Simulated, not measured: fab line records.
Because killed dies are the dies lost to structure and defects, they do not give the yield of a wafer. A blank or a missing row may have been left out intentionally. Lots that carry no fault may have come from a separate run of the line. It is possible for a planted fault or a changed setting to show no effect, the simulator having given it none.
Problem report in the 8D (eight disciplines) form, filled by code + flow ritCmos + the parts of the form that need people (team, actions taken, sign-off) are left out

## 1. WHAT IS WRONG
Mean CONTACT_TEOS_THK at RIT_CONTACT_THK_MEAS_01: 316 nm over 6 wafers in 2 lots; fault-free wafers: 400 nm, standard deviation 4.9. Measured from the usual mean, that is -17 standard deviations.
Seen first at day 5 19:07 on filmMetro-01, wafer L662.2. Wafers with a number at this step in the record: 42, from 14 lots. Rule for "out" (also "out of limits"): further than 4 standard deviations from the usual mean. The other wafers with a number count as sound.

## 2. WHAT IT IS, WHAT IT ISN'T
| question                    | is                         | is not                                                                          |
|-----------------------------|----------------------------|---------------------------------------------------------------------------------|
| which readings at this step | CONTACT_TEOS_THK           | -                                                                               |
| which lots                  | L662, L666                 | L649, L650, L651, L652, L653, L654, L655, L656, L657, L668, L670, L671          |
| which wafers of those lots  | all that have a number     | -                                                                               |
| read on which gauges        | filmMetro-01, filmMetro-03 | filmMetro-02                                                                    |
| when                        | from day 5 19:07           | up to then (27 sound wafers); but 9 sound wafers of L668, L670, L671 came after |

## 3. WHAT RULES OUT EACH SUSPECT
Counting: any tool at a process step up to the reading is kept as a suspect provided that every lot that is out went through it and no sound lot did after the first of them.
- the gauge at RIT_CONTACT_THK_MEAS_01: ruled out. The wafers that are out were read on 2 gauges (filmMetro-01, filmMetro-03).
- pecvd-03 at RIT_CONTACT_CVD_00 (deposits SiO2 from TEOS, target thk 400 nm, time 61 s): kept. All lots that are out passed through it, beginning with L662 at day 5 19:03, and no sound lot followed; its final sound lot before that point was L656 at day 4 14:00.
Left after counting: pecvd-03 at RIT_CONTACT_CVD_00.

## 4. THE CAUSE (what the simulator had put in)
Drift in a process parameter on pecvd-03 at RIT_CONTACT_CVD_00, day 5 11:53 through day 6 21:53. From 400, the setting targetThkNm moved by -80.
Only this tool survived the counting.

## 5. SEQUENCE OF EFFECTS, ordered by route
One row per reading whose mean, taken over the struck wafers that have a number, lies over 3 standard deviations from the usual. Scope: only readings with a usual standard deviation given in the record; hours: median across lots of the time from each lot's start at the first step in this table that gives one to its start at this step; sigmas: change in usual standard deviations.
| hours | step                    | reading          | usual  | on struck wafers | change | sigmas |
|-------|-------------------------|------------------|--------|------------------|--------|--------|
| 0     | RIT_CONTACT_THK_MEAS_01 | CONTACT_TEOS_THK | 400 nm | 316              | -84    | -17    |

## 6. WHAT WOULD HAVE CAUGHT IT SOONER
7 hours passed between the start of the fault at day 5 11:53 and the first reading out of limits at a measuring or inspecting step in this record, taken at day 5 19:07.
Tool readings at RIT_CONTACT_CVD_00 with a usual standard deviation given in the record: none out on any struck wafer, hence no alarm at a limit of 4 standard deviations on them.
Of the lots that are out (2), L666 began RIT_CONTACT_CVD_00 on pecvd-03 after day 5 19:07. Had the tool been put on hold then, it would have been spared.
